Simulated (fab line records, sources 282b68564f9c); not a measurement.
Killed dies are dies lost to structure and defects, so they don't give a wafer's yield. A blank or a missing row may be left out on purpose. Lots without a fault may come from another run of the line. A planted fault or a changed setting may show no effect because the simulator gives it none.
Which tool did it? | flow rit_cmos | 14 lots, 42 wafers sampled, at 2 steps of a route of 202

WHAT THE GAUGES READ, wafer by wafer
RIT_CONTACT_CD_MEAS_90: target cd 1000 nm.
lot  | measured    | on        | cd_nm (nm)
L581 | day 3 06:54 | cd_sem-01 | 1007.0 1003.1 1004.8
L582 | day 3 11:19 | cd_sem-01 | 1000.6 1002.3 999.7
L583 | day 3 18:32 | cd_sem-01 | 999.7 997.5 999.4
L584 | day 4 00:41 | cd_sem-01 | 1001.4 1000.2 1001.5
L585 | day 4 06:19 | cd_sem-01 | 1000.2 999.6 1000.7
L588 | day 4 21:01 | cd_sem-01 | 999.8 1003.1 999.8
L589 | day 4 23:22 | cd_sem-01 | 1001.8 1001.7 999.5
L590 | day 5 03:14 | cd_sem-01 | 996.0 998.0 997.9
L591 | day 5 11:38 | cd_sem-02 | 997.8 997.3 996.4
L592 | day 5 18:07 | cd_sem-01 | 1002.2 997.3 998.8
L593 | day 5 20:08 | cd_sem-02 | 998.8 998.6 996.8
L595 | day 6 04:14 | cd_sem-02 | - - -
L596 | day 6 08:23 | cd_sem-01 | - - -
L604 | day 8 09:22 | cd_sem-02 | 998.4 999.0 996.1

WHICH TOOL RAN EACH LOT (tool, then ch and the chambers of the sampled wafers, then the start)
lot  | RIT_CONTACT_ETCH_11
L581 | rie_diel-01 ch 0,2,3, day 3 06:29
L582 | rie_diel-04 ch 0,1,2, day 3 10:53
L583 | rie_diel-01 ch 1,2,3, day 3 18:10
L584 | rie_diel-01 ch 0,1, day 4 00:17
L585 | rie_diel-04 ch 0,1,2, day 4 05:56
L588 | rie_diel-01 ch 0,1,3, day 4 20:40
L589 | rie_diel-04 ch 2,3, day 4 22:58
L590 | rie_diel-01 ch 0,1,2, day 5 02:50
L591 | rie_diel-04 ch 2,3, day 5 11:14
L592 | rie_diel-01 ch 1,3, day 5 17:44
L593 | rie_diel-03 ch 0,2,3, day 5 19:46
L595 | rie_diel-01 ch 0,2,3, day 6 03:52
L596 | rie_diel-03 ch 1,2,3, day 6 08:00
L604 | rie_diel-04 ch 1,2,3, day 8 09:00
- RIT_CONTACT_ETCH_11: etches SiO2 in CHF3/CF4/Ar, stops on TiSi2, target depth 480 nm, time 320 s.

WHAT THE TOOLS THEMSELVES READ (means of the sampled wafers that have a number; where no wafer has one, the mark that the record gives instead)
RIT_CONTACT_ETCH_11.
lot  | tool        | CHF3_flow_sccm (sccm) | O2_flow_sccm (sccm) | drypump_motor_current_A (A) | mfc_ar_sccm (sccm) | oes_product_au (a.u.) | throttle_valve_pct (%)
L581 | rie_diel-01 | 50.04                 | 4.984               | 5.5                         | 100.06             | 0.984                 | 8.84
L582 | rie_diel-04 | 49.92                 | 5.002               | 5.9                         | 100.23             | 0.987                 | 8.84
L583 | rie_diel-01 | 49.97                 | 5.003               | 6.0                         | 99.89              | 0.990                 | 8.74
L584 | rie_diel-01 | 50.14                 | 4.994               | 5.8                         | 100.30             | 1.001                 | 8.76
L585 | rie_diel-04 | 49.96                 | 4.995               | 5.9                         | 99.92              | 0.984                 | 8.84
L588 | rie_diel-01 | 50.04                 | 5.007               | 5.8                         | 99.90              | 0.984                 | 8.76
L589 | rie_diel-04 | 49.82                 | 5.014               | 5.3                         | 99.80              | 0.964                 | 9.00
L590 | rie_diel-01 | 49.85                 | 4.993               | 5.5                         | 100.23             | 0.995                 | 8.84
L591 | rie_diel-04 | 50.17                 | 4.986               | 5.7                         | 99.81              | 0.977                 | 8.98
L592 | rie_diel-01 | 50.24                 | 4.974               | 6.3                         | 99.90              | 0.990                 | 8.69
L593 | rie_diel-03 | 50.11                 | 5.017               | 5.5                         | 99.95              | 0.984                 | 8.89
L595 | rie_diel-01 | -                     | -                   | -                           | -                  | -                     | -
L596 | rie_diel-03 | -                     | -                   | -                           | -                  | -                     | -
L604 | rie_diel-04 | 50.04                 | 4.997               | 5.6                         | 99.74              | 0.982                 | 8.90

THE ANSWER, worked out from the rows above alone
Rule: what is usual is taken from the lots themselves. Put in order of their means at a reading, lots are off if they are a third of the lots or fewer, leave a main group of 4 or more, and stand apart from it by a gap of 3 or more times the standard deviation of the main group's means; of several such gaps the widest counts. A main group whose means are all the same, to the digits that the tables above print for the reading, isn't used. A lot without any number at a reading at which 4 lots or more have one is off too. The other lots that the step has rows for count as sound. The gauges are gone through in route order, then the tools' own readings, and for those a lot's mean is taken as printed above. The first step at which some lot is off is used, and at that step the reading that is off furthest; a lot without a number counts as furthest.
Off: L595, L596, at RIT_CONTACT_CD_MEAS_90 (cd_nm). Without a number there: L595, L596. The main group: mean 999.8 nm, standard deviation 2.1.
A tool fits if, at a process step before that reading, it ran every lot that is off, and no sound lot after the first of them. The gauges at RIT_CONTACT_CD_MEAS_90 aren't tried: what is off there is off at RIT_CONTACT_ETCH_11 too, on other tools, and a gauge's error can't cause that. None of those tried fits.

WHAT THE SIMULATOR HAD PUT IN
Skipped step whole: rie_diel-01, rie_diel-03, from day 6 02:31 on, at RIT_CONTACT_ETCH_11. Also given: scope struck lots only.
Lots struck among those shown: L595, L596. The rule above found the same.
